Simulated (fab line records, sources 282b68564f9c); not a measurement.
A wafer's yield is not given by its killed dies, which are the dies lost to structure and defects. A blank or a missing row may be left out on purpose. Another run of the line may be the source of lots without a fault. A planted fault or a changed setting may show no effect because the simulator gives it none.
Which tool is to blame? -- flow rit_cmos -- Sampling: 7 lots, 21 wafers, 2 of 202 route steps

WHAT THE GAUGES READ, wafer by wafer
RIT_PRETRO_TW_MEAS_10.
lot,measured,on,PRETRO_TW
L777,day 2 18:21,film_metro-04,475.3 476.3 474.1
L779,day 3 03:55,film_metro-02,469.3 473.2 472.7
L781,day 3 14:30,film_metro-03,470.7 468.7 468.1
L784,day 4 04:08,film_metro-02,470.0 468.4 472.6
L786,day 4 15:41,film_metro-04,479.2 476.5 476.1
L791,day 5 16:04,film_metro-04,428.4 430.6 430.3 427.2 428.9 429.4
L798,day 7 05:38,film_metro-02,474.6 474.2 474.3

WHICH TOOL RAN EACH LOT (tool, then ch and the chambers of the sampled wafers, then the start)
lot,RIT_PRETRO_IMPLANT_08
L777,"implanter-03 ch 0, day 2 18:04"
L779,"implanter-02 ch 0, day 3 03:35"
L781,"implanter-03 ch 0, day 3 14:11"
L784,"implanter-01 ch 0, day 4 03:50"
L786,"implanter-03 ch 0, day 4 15:23"
L791,"implanter-01 ch 0, day 5 15:46"
L798,"implanter-03 ch 0, day 7 05:18"
- RIT_PRETRO_IMPLANT_08

THE ANSWER, worked out from the rows above alone
Rule: usual is defined by the lots themselves. Put in order of their means at a reading, lots are off if they are a third of the lots or fewer, leave a main group of 4 or more, and stand apart from it by a gap of 3 or more times the standard deviation of the main group's means; of several such gaps the widest counts. A main group is skipped when, at the precision printed for the reading in the tables above, its means are all equal. Also off: a lot with no number at a reading for which 4 or more lots have one. Any other lot the step has rows for is counted as sound.
Off: at RIT_PRETRO_TW_MEAS_10 (PRETRO_TW), L791. For the main group the mean is 473.0 and the standard deviation 2.8.
A tool fits if, at a process step before that reading, it ran every lot that is off, and no sound lot after the first of them. Those tools and the gauges at RIT_PRETRO_TW_MEAS_10 are tried in the same way. This does not decide it: 2 tools fit, namely implanter-01 at RIT_PRETRO_IMPLANT_08 and film_metro-04 at RIT_PRETRO_TW_MEAS_10.

WHAT THE SIMULATOR HAD PUT IN
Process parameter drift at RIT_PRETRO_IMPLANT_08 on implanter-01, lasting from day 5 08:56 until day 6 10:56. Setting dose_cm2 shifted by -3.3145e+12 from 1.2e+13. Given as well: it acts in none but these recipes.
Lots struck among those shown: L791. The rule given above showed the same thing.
